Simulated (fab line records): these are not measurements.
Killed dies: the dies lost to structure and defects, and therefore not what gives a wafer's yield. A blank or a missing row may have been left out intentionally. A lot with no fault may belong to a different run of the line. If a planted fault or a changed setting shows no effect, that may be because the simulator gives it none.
Comparing a struck lot with a sound one	flow rit cmos	19 out of 202 route steps
Sound: these wafers, L675.1, L675.4, L675.5. Struck: wafers L679.2, L679.3, L679.6. Last of all comes the cause.
At each step with rows: each side's tool, then ch and its chambers, then its first start. Under that, the readings that differ: sound wafers	struck wafers	difference of the means	sigmas: that difference in standard deviations of wafers without a fault.
alike: readings with means less than 2 such deviations apart, plus words and numbers identical on both sides. not compared: withheld readings, readings lacking a value on some wafer, bounds such as >300 that could conceal the same value, and numbers that have no deviation in the record and whose values overlap.
The two part at a step that has a row with sigmas, a row that says differs or no value, or rows on one side only. Numbers that have no deviation but don't overlap get no sigmas and don't part them. A reading missing from all wafers of one side parts the sides only when that side holds two or more wafers.

first, 2 steps without rows for these wafers: RIT_NWELL_HARDBAKE_07 (time 120 s); RIT_NWELL_IMPLANT_08.
RIT_NWELL_STRIP_09: strips in O2, time 180 s.
  sound on plasma asher-02 ch 0,1, day 2 13:05; struck on plasma asher-03 ch 0,1, day 3 04:28
  alike: drypump motor current A
  not compared: rf hours counter h
RIT_NWELL_TW_MEAS_10:
  sound on film metro-04 at day 2 13:16; struck on film metro-04 at day 3 04:39
  alike: NWELL_TW
then, 6 steps without rows for these wafers: RIT_PWELL_HMDS_00 (prime time 60 s); RIT_PWELL_COAT_01 (resist thk 1300 nm); RIT_PWELL_SOFTBAKE_02 (time 60 s); RIT_PWELL_EXPOSE_03 (exposes mask M3, target cd 43700 nm); RIT_PWELL_PEB_04; RIT_PWELL_DEVELOP_05 (develop time 70.14 s).
RIT_PWELL_OVL_MEAS_06:
  sound on overlay-02 at day 2 14:19; struck on overlay-02 at day 3 05:43
  alike: PWELL_OVL
then, 1 step without rows for these wafers: RIT_PWELL_HARDBAKE_07 (time 120 s).
RIT_PWELL_IMPLANT_08:
  sound on implanter-03 ch 0, day 2 14:40; struck on implanter-02 ch 0, day 3 06:01
reading	sound	struck	difference	sigmas
implant ion amu	11 11 11	31 31 31	+20	
model.implant.rp nm (nm)	482.2 482.2 482.2	213.5 213.5 213.5	-268.7	
model.implant.drp nm (nm)	102.9 102.9 102.9	68.82 68.82 68.82	-34.08	
RIT_PWELL_STRIP_09: strips in O2, time 180 s.
  sound on plasma asher-04 ch 0, day 2 14:49; struck on plasma asher-01 ch 0,1, day 3 06:08
  alike: drypump motor current A
  not compared: rf hours counter h
RIT_PWELL_TW_MEAS_10:
  sound on film metro-04 at day 2 15:00; struck on film metro-03 at day 3 06:19
reading	sound	struck	difference	sigmas
PWELL_TW	942 939 946	2340 2338 2345	+1399	+99 or more
then, 1 step without rows for these wafers: RIT_WELLDRIVE_ANNEAL_00 (time 14700 s).
RIT_WELLDRIVE_RS_MEAS_01: measurement is done with a four-point probe.
  sound on film metro-03 at day 2 20:38; struck on film metro-03 at day 3 12:12
  alike: NWELL_RS
RIT_WELLDRIVE_RS_MEAS_02: measurement is done with a four-point probe.
  sound on film metro-03 at day 2 20:46; struck on film metro-03 at day 3 12:19
reading	sound	struck	difference	sigmas
PWELL_RS (ohm/sq)	433.1 430.7 433.5	83.6 83.6 83.7	-348.8	-99 or more
then, 1 step without rows for these wafers: RIT_NRETRO_HMDS_00 (prime time 60 s).

WHERE THEY PART
First at RIT_PWELL_TW_MEAS_10; last, within this record, at RIT_WELLDRIVE_RS_MEAS_02.

WHY: what the simulator had put in
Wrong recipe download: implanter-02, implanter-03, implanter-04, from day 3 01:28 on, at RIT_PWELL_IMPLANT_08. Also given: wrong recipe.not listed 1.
